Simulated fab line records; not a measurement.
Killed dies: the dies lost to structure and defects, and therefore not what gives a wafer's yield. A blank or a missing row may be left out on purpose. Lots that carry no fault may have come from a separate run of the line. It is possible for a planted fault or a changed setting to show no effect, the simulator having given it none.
Code-filled problem report in 8D (eight disciplines) form -- flow rit cmos -- the parts of the form that need people (team, actions taken, sign-off) are left out

1. PROBLEM STATEMENT
RIT_PRETRO_STRIP_09, run length s: mean 27.4 s on 3 wafers (1 lot); fault-free wafers 208.3 s, standard deviation 0.38. That is -99 or more standard deviations from the usual mean.
The step: strips in O2, time 180 s.
First observed at day 5 02:05: wafer L805.2, on plasma asher-04. The record holds 39 wafers of 13 lots with a number at this step. Rule for "out" (also "out of limits"): further than 4 standard deviations from the usual mean. All remaining wafers that have a number are taken as sound.

2. WHAT IT IS, WHAT IT ISN'T
question,is,is not
which readings at this step,run length s,"drypump motor current A, o2 flow sccm"
which lots,L805,"L792, L793, L795, L796, L797, L798, L801, L802, L803, L804, L814, L815"
which wafers of those lots,all that have a number,-
read on which tools,plasma asher-04,"plasma asher-01, plasma asher-02"
when,from day 5 02:05,"up to then (30 sound wafers); but 6 sound wafers of L814, L815 came after"

3. WHAT RULES OUT EACH SUSPECT
Counting: a tool stays on the suspect list if, at a process step up to the reading, it processed all lots that are out and no sound lot following the first of them.
- plasma asher-04 at RIT_PRETRO_STRIP_09 (strips in O2, time 180 s): kept. It ran the lot that is out, L805 (day 5 02:05), and no sound lot after that; its last sound lot up to then is L802 (day 4 10:34). Out on those wafers are its own readings of run length s.
Remaining after the count: plasma asher-04 at RIT_PRETRO_STRIP_09.

4. THE CAUSE (what the simulator had put in)
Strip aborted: plasma asher-04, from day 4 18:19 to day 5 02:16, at RIT_PRETRO_STRIP_09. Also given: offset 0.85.
After counting, this tool was the only one left.

5. THE EFFECT CHAIN, in route order
Each row: a reading where the mean over the struck wafers with a number is more than 3 standard deviations away from the usual. Readings are gone through only where the record gives a usual standard deviation; hours: the median, over the lots, of the time from a lot's start at the first step in this table giving one to that lot's start at this step; sigmas: the change measured in usual standard deviations.
hours,step,reading,usual,on struck wafers,change,sigmas
0,RIT_PRETRO_STRIP_09,run length s,208.3 s,27.4,-180.9,-99 or more
Process steps it contains:
- RIT_PRETRO_STRIP_09: strips in O2, time 180 s.

6. WHAT WOULD HAVE CAUGHT IT SOONER
In this record no reading fell out of limits until day 5 02:05, 8 hours after the fault had begun at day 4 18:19.
